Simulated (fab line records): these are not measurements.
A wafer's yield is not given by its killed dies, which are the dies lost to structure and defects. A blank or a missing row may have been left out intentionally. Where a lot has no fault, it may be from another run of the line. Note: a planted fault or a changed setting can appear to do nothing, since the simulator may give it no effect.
One fault through the eyes of 2 desks | flow berkeley-cmos170 | each desk has only its own numbers; what lay behind them comes last

## AT THE TOOL OWNER'S DESK: wet-bench-03
The tool's own readings at UCB170_SCREENOX_WET_ETCH_00 (etches SiO2 in dHF, time 200 s): means of the sampled wafers that have a number, for each lot that ran on this tool. Any lot whose mean is over 4 standard deviations away from the usual mean is out of limits and marked OUT; that distance is given in the brackets.
Columns: A = run-length-s at UCB170_SCREENOX_WET_ETCH_00, usual 228 s
lot  | first seen here | A
L697 | day 6 07:22     | 226
L699 | day 6 07:22     | 225
L709 | day 8 01:04     | 227
L707 | day 8 01:07     | 241
L714 | day 10 11:28    | 233
L715 | day 10 11:28    | 234
L716 | day 10 11:28    | 233
L717 | day 10 11:28    | 233
L718 | day 10 19:51    | 233
Finding of this desk: none of the 9 lots has anything out of limits.

## THE METROLOGY DESK
Means of the sampled wafers that have a number, per lot and without regard to the tool the lot ran on: this is what the gauges read. Any lot whose mean is over 4 standard deviations away from the usual mean is out of limits and marked OUT; that distance is given in the brackets.
Columns: A = NWELL_OXIDE_THK at UCB170_NWELL_THK_MEAS_02, usual 26.5 nm; B = PWELL_TW at UCB170_PWELL_TW_MEAS_17, usual 376
lot  | first seen here | A    | B
L697 | day 2 05:40     | 26.0 | 377
L699 | day 2 15:59     | 27.1 | 372
L700 | day 3 01:59     | 25.5 | 374
L707 | day 4 01:32     | 26.9 | 374
L709 | day 4 13:04     | 26.5 | 372
L713 | day 5 13:14     | 25.9 | 375
L714 | day 5 21:10     | 26.0 | 384
L715 | day 5 21:10     | 27.2 | 375
L717 | day 6 04:26     | 26.1 | 374
L716 | day 6 04:29     | 26.0 | 373
L718 | day 6 14:07     | 26.6 | 372
L719 | day 6 21:16     | 26.7 | 375
L720 | day 6 21:17     | 27.0 | 382
Finding of this desk: none of the 13 lots has anything out of limits.

## ALL TOGETHER
Nothing out of limits was seen by the tool owner's desk.
The metrology desk saw nothing out of limits.

## WHAT THE SIMULATOR HAD PUT IN
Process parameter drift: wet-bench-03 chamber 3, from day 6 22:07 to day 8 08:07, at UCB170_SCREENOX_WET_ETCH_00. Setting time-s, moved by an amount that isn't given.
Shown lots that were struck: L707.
